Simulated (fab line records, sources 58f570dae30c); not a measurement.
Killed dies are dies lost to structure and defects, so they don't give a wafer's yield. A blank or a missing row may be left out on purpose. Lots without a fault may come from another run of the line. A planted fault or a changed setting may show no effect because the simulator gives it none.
Which tool did it? | flow berkeley_cmos170 | 15 lots, 45 wafers sampled, at 5 steps of a route of 331

WHAT THE GAUGES READ, wafer by wafer
UCB170_ACTIVE_THK_MEAS_03. Usual: ACTIVE_OXIDE_THK 26.4 nm, standard deviation 0.5.
lot  | measured    | on            | ACTIVE_OXIDE_THK (nm) | flag
L692 | day 3 17:46 | film_metro-02 | 27.3 27.2 27.1        |
L693 | day 4 07:59 | film_metro-03 | 25.6 26.0 25.7        |
L697 | day 5 06:26 | film_metro-01 | 25.4 25.8 25.9        |
L698 | day 5 06:28 | film_metro-02 | 26.6 26.3 27.2        |
L700 | day 5 15:52 | film_metro-03 | 26.7 27.2 26.4        |
L701 | day 5 23:02 | film_metro-01 | 27.2 27.2 27.0        |
L702 | day 5 23:02 | film_metro-02 | 26.8 26.6 26.6        |
L703 | day 6 08:49 | film_metro-02 | 26.9 27.2 26.6        |
L704 | day 6 13:31 | film_metro-03 | 26.8 26.7 27.1        |
L705 | day 6 13:31 | film_metro-01 | 26.2 26.4 26.1        |
L707 | day 7 07:43 | film_metro-01 | 26.4 26.2 25.9        |
L711 | day 8 06:33 | film_metro-01 | 26.1 26.2 26.7        |
L714 | day 8 16:32 | film_metro-01 | 26.7 26.3 26.8        |
L712 | day 8 16:33 | film_metro-03 | 26.1 26.3 26.6        |
L713 | day 8 16:34 | film_metro-02 | 25.6 26.1 25.7        |

UCB170_SDANNEAL_RS_MEAS_05: measures by four-point-probe. Usual: NLDD_RS 616.3 ohm/sq, standard deviation 1.4.
lot  | measured     | on            | NLDD_RS (ohm/sq)  | flag
L692 | day 6 11:31  | film_metro-01 | 615.8 615.6 614.7 |
L693 | day 7 04:12  | film_metro-01 | 617.8 618.9 616.4 |
L697 | day 8 03:43  | film_metro-01 | 614.7 614.7 614.2 |
L698 | day 8 03:19  | film_metro-02 | 616.7 616.7 618.4 |
L700 | day 8 21:59  | film_metro-01 | 620.6 618.6 620.9 |
L701 | day 8 22:45  | film_metro-02 | 617.5 617.0 616.4 |
L702 | day 8 22:38  | film_metro-03 | 616.9 616.2 617.6 |
L703 | day 9 16:12  | film_metro-03 | 615.9 616.8 614.6 |
L704 | day 9 16:31  | film_metro-02 | 613.7 614.5 612.6 |
L705 | day 9 15:52  | film_metro-02 | 614.9 614.3 616.5 |
L707 | day 10 16:20 | film_metro-02 | 617.4 617.4 616.6 |
L711 | day 11 06:11 | film_metro-02 | 646.8 647.5 646.6 | OFF
L714 | day 11 10:41 | film_metro-01 | 648.3 647.5 648.0 | OFF
L712 | day 11 10:15 | film_metro-03 | 618.1 616.5 616.8 |
L713 | day 11 11:22 | film_metro-01 | 646.8 646.0 649.2 | OFF

UCB170_V2_THK_MEAS_01. Usual: V2_TEOS_THK 1994 nm, standard deviation 25.
lot  | measured     | on            | V2_TEOS_THK (nm) | flag
L692 | day 7 08:55  | film_metro-01 | 2000 1981 1979   |
L693 | day 7 23:18  | film_metro-01 | 1979 1973 2031   |
L697 | day 8 17:55  | film_metro-01 | 2000 1998 2056   |
L698 | day 8 18:32  | film_metro-02 | 2038 2046 2042   |
L700 | day 9 16:47  | film_metro-02 | 1955 1964 1995   |
L701 | day 9 16:55  | film_metro-01 | 1986 1996 2029   |
L702 | day 9 16:36  | film_metro-01 | 1991 1971 2035   |
L703 | day 10 08:56 | film_metro-01 | 2011 2000 2010   |
L704 | day 10 12:07 | film_metro-01 | 1995 2020 2033   |
L705 | day 10 09:12 | film_metro-01 | 2008 2017 2037   |
L707 | day 11 10:28 | film_metro-04 | 1951 1966 1993   |
L711 | day 11 22:25 | film_metro-01 | 1983 2003 2022   |
L714 | day 12 05:59 | film_metro-02 | 2003 1959 1998   |
L712 | day 12 05:43 | film_metro-02 | 2000 1988 1993   |
L713 | day 12 06:07 | film_metro-02 | 1990 2010 2015   |

WHICH TOOL RAN EACH LOT (tool, then ch and the chambers of the sampled wafers, then the start)
lot  | UCB170_NLDD_IMPLANT_08          | UCB170_V1_CVD_00
L692 | implanter-03 ch 0, day 5 22:53  | pecvd-04 ch 0,1,2, day 7 03:05
L693 | implanter-03 ch 0, day 6 16:50  | pecvd-04 ch 0,2, day 7 15:36
L697 | implanter-02 ch 0, day 7 15:25  | pecvd-01 ch 0,1,2, day 8 12:11
L698 | implanter-03 ch 0, day 7 15:19  | pecvd-02 ch 1,2, day 8 12:11
L700 | implanter-03 ch 0, day 8 06:08  | pecvd-01 ch 1,2, day 9 10:53
L701 | implanter-03 ch 0, day 8 11:43  | pecvd-02 ch 1, day 9 10:53
L702 | implanter-02 ch 0, day 8 11:58  | pecvd-04 ch 1,2, day 9 10:53
L703 | implanter-01 ch 0, day 9 03:59  | pecvd-01 ch 0,2, day 10 01:05
L704 | implanter-03 ch 0, day 9 03:46  | pecvd-04 ch 0,1,2, day 10 03:34
L705 | implanter-01 ch 0, day 9 03:04  | pecvd-02 ch 0,1,2, day 10 01:05
L707 | implanter-03 ch 0, day 10 06:44 | pecvd-04 ch 0,2, day 11 03:47
L711 | implanter-02 ch 0, day 10 17:51 | pecvd-01 ch 1,2, day 11 16:52
L714 | implanter-02 ch 0, day 11 01:29 | pecvd-04 ch 0,1, day 12 00:19
L712 | implanter-03 ch 0, day 11 02:22 | pecvd-02 ch 0,2, day 12 00:19
L713 | implanter-02 ch 0, day 11 02:27 | pecvd-02 ch 0,1,2, day 12 00:28
- UCB170_NLDD_IMPLANT_08
- UCB170_V1_CVD_00: deposits SiO2 from TEOS/O2, target thk 2000 nm, time 250 s.

WHAT THE TOOLS THEMSELVES READ (means of the sampled wafers that have a number; where no wafer has one, the mark that the record gives instead)
UCB170_NLDD_IMPLANT_08. Usual: tilt_deg 6.999 degrees, standard deviation 0.02.
lot  | tool         | tilt_deg (degrees) | flag
L692 | implanter-03 | 7.004              |
L693 | implanter-03 | 7.008              |
L697 | implanter-02 | 6.993              |
L698 | implanter-03 | 7.002              |
L700 | implanter-03 | 7.008              |
L701 | implanter-03 | 7.000              |
L702 | implanter-02 | 6.985              |
L703 | implanter-01 | 6.972              |
L704 | implanter-03 | 6.991              |
L705 | implanter-01 | 7.013              |
L707 | implanter-03 | 7.005              |
L711 | implanter-02 | 7.014              |
L714 | implanter-02 | 7.011              |
L712 | implanter-03 | 6.980              |
L713 | implanter-02 | 6.990              |

UCB170_V1_CVD_00. Usual: heater_power_w 256 W, standard deviation 53; rf_fwd_power_W 549.1 W, standard deviation 1.6.
lot  | tool     | heater_power_w (W) | rf_fwd_power_W (W) | flag
L692 | pecvd-04 | 259                | 547.5              |
L693 | pecvd-04 | 281                | 549.5              |
L697 | pecvd-01 | 301                | 548.8              |
L698 | pecvd-02 | 221                | 550.5              |
L700 | pecvd-01 | 342                | 551.3              |
L701 | pecvd-02 | 224                | 549.5              |
L702 | pecvd-04 | 241                | 548.9              |
L703 | pecvd-01 | 227                | 548.8              |
L704 | pecvd-04 | 255                | 549.2              |
L705 | pecvd-02 | 197                | 549.6              |
L707 | pecvd-04 | 269                | 547.0              |
L711 | pecvd-01 | 325                | 548.4              |
L714 | pecvd-04 | 304                | 549.4              |
L712 | pecvd-02 | 221                | 549.5              |
L713 | pecvd-02 | 219                | 549.6              |

THE ANSWER, worked out from the rows above alone
Rule: a lot is off if the mean of its wafers that have a number lies more than 3 standard deviations from the usual mean. A lot without any number at a reading at which 4 lots or more have one is off too. The other lots that the step has rows for count as sound. The gauges are gone through in route order, then the tools' own readings, and for those a lot's mean is taken as printed above. The first step at which some lot is off is used, and at that step the reading that is off furthest; a lot without a number counts as furthest.
Off: L711, L714, L713, at UCB170_SDANNEAL_RS_MEAS_05 (NLDD_RS).
A tool fits if, at a process step before that reading, it ran every lot that is off, and no sound lot after the first of them. The gauges at UCB170_SDANNEAL_RS_MEAS_05 are tried like those tools. One fits: implanter-02 at UCB170_NLDD_IMPLANT_08. Its last sound lot is L702 (day 8 11:58), its first lot that is off L711 (day 10 17:51): a fault that began between those two fits.

WHAT THE SIMULATOR HAD PUT IN
Process parameter drift: implanter-02, from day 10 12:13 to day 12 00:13, at UCB170_NLDD_IMPLANT_08. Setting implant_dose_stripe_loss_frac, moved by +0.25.
Lots struck among those shown: L711, L714, L713. The rule above found the same.
